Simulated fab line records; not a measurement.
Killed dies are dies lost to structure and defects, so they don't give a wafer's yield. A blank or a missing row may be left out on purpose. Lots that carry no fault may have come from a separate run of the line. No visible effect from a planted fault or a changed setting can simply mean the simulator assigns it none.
Code-filled problem report in 8D (eight disciplines) form | flow rit-cmos | the parts of the form that need people (team, actions taken, sign-off) are left out

## 1. WHAT IS WRONG
Mean of dose-ions-cm2 at RIT_PRETRO_IMPLANT_08: 1.1321e+13 across 6 wafers in 2 lots; on wafers with no fault it is 1.2003e+13 (standard deviation 1.4e+10). That is -49 standard deviations from the usual mean.
Earliest sighting: wafer L978.2 on implanter-02 at day 4 09:10. The record has a number at this step for 42 wafers belonging to 14 lots. The rule behind "out" and "out of limits": a value lying over 4 standard deviations away from the usual mean. The other wafers with a number count as sound.

## 2. WHAT IT IS; WHAT IT IS NOT
question                    | is                     | is not
which readings at this step | dose-ions-cm2          | -
which lots                  | L978, L984             | L970, L971, L972, L973, L974, L975, L976, L980, L986, L988, L989, L991
which wafers of those lots  | all that have a number | -
read on which tools         | implanter-02           | implanter-01, implanter-03
when                        | from day 4 09:10       | up to then (21 sound wafers); but 15 sound wafers of L980, L986, L988, L989, L991 came after

## 3. THE SUSPECTS, EACH WITH WHAT RULES IT OUT
Counting: a tool at any process step up to the reading remains a suspect when it ran all the lots that are out and ran no sound lot after the first of those.
- implanter-02 at RIT_PRETRO_IMPLANT_08: kept. All lots that are out passed through it, beginning with L978 at day 4 09:10, and no sound lot followed; its final sound lot before that point was L976 at day 4 00:09. Out on those wafers are its own readings of dose-ions-cm2.
The count leaves implanter-02 at RIT_PRETRO_IMPLANT_08.

## 4. THE CAUSE (what the simulator had put in)
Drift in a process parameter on implanter-02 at RIT_PRETRO_IMPLANT_08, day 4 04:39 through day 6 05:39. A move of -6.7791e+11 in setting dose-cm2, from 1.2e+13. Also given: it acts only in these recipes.
Counting left only this tool.

## 5. THE EFFECT CHAIN, in route order
Each row: a reading where the mean over the struck wafers with a number is more than 3 standard deviations away from the usual. Only readings for which the record gives a usual standard deviation are gone through. hours: the time from each lot's start at the first step in this table that gives one to its start at this step, as a median over the lots. sigmas: the change in usual standard deviations.
hours | step                  | reading       | usual      | on struck wafers | change      | sigmas
0     | RIT_PRETRO_IMPLANT_08 | dose-ions-cm2 | 1.2003e+13 | 1.1321e+13       | -6.8200e+11 | -49
It contains these process steps:
- RIT_PRETRO_IMPLANT_08

## 6. HOW IT WOULD HAVE BEEN CAUGHT EARLIER
5 hours passed between the start of the fault at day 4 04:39 and the first reading out of limits in this record, taken at day 4 09:10.
